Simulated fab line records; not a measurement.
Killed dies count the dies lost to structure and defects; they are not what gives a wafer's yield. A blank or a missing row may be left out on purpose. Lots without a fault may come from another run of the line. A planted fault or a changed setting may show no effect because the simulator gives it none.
One fault through the eyes of 2 desks / flow berkeley_cmos170 / each desk holds nothing but its own numbers, with what lay behind them at the end

== TOOL OWNER'S DESK, rie_metal-04 ==
The tool's own readings at UCB170_M2_METAL_ETCH_18 (etches Al in Cl2/BCl3, stops on SiO2, target depth 1170 nm, time 195 s): means of the sampled wafers that have a number, for each lot that ran on this tool. If a lot's mean is further than 4 standard deviations from the usual mean, the lot is out of limits and carries the mark OUT (the distance appears in the brackets).
Columns: A = bias_w at UCB170_M2_METAL_ETCH_18, usual 120.1 W; B = drypump_motor_current_A at UCB170_M2_METAL_ETCH_18, usual 5.9 A; C = oes_product_au at UCB170_M2_METAL_ETCH_18, usual 0.847 a.u.; D = throttle_valve_pct at UCB170_M2_METAL_ETCH_18, usual 24.33 %
lot=L759; first seen here=day 7 23:31; A=120.0; B=6.1; C=0.856; D=24.25
lot=L765; first seen here=day 9 06:19; A=120.0; B=6.0; C=0.855; D=24.25
lot=L771; first seen here=day 10 01:21; A=120.5; B=6.3; C=0.861; D=24.26
lot=L774; first seen here=day 10 18:46; A=154.6 (+99 or more) OUT; B=6.2; C=0.851; D=24.26
lot=L776; first seen here=day 10 22:20; A=154.4 (+99 or more) OUT; B=6.0; C=0.857; D=24.25
This desk's verdict: out of limits on L774, L776, starting with L774 at day 10 18:46 (bias_w at UCB170_M2_METAL_ETCH_18). Within limits: L759, L765, L771.

== METROLOGY DESK ==
What the gauges read for every lot (on any tool): the sampled wafers with a number, averaged. If a lot's mean is further than 4 standard deviations from the usual mean, the lot is out of limits and carries the mark OUT (the distance appears in the brackets).
Columns: A = SACOX_OXIDE_THK at UCB170_SACOX_THK_MEAS_02, usual 14.31 nm; B = cd_nm at UCB170_M2_CD_MEAS_90, usual 700.3 nm
lot=L759; first seen here=day 5 18:23; A=14.23; B=698.6
lot=L760; first seen here=day 5 18:25; A=14.09; B=700.4
lot=L762; first seen here=day 6 06:54; A=14.57; B=701.0
lot=L763; first seen here=day 6 16:54; A=14.50; B=696.4
lot=L765; first seen here=day 6 16:55; A=14.23; B=700.1
lot=L764; first seen here=day 6 16:57; A=14.48; B=697.8
lot=L766; first seen here=day 7 07:37; A=14.14; B=702.4
lot=L767; first seen here=day 7 18:47; A=14.41; B=700.2
lot=L768; first seen here=day 7 18:50; A=14.33; B=705.1
lot=L771; first seen here=day 7 18:50; A=14.39; B=699.3
lot=L772; first seen here=day 8 03:24; A=14.25; B=698.3
lot=L776; first seen here=day 8 11:02; A=14.36; B=700.7
lot=L774; first seen here=day 8 11:02; A=14.16; B=703.4
lot=L781; first seen here=day 9 06:02; A=14.53; B=701.1
Result from this desk: across the 14 lots, nothing is out of limits.

== TAKEN TOGETHER ==
At day 10 18:46, on L774, L776, the tool owner's desk was in a position to raise an alarm.
Nothing out of limits was seen by the metrology desk.
The metrology desk has L774, L776 on record, within its limits.
UCB170_M2_METAL_ETCH_18 was run on rie_metal-04 by each of the lots named.

== WHAT THE SIMULATOR HAD PUT IN ==
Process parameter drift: rie_metal-04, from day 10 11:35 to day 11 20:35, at UCB170_M2_METAL_ETCH_18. Setting bias_w, moved by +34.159, from 120. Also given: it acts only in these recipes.
Shown lots that were struck: L774, L776.
Hours from the fault's start to each desk's first reading out of limits: the tool owner's desk, 7.
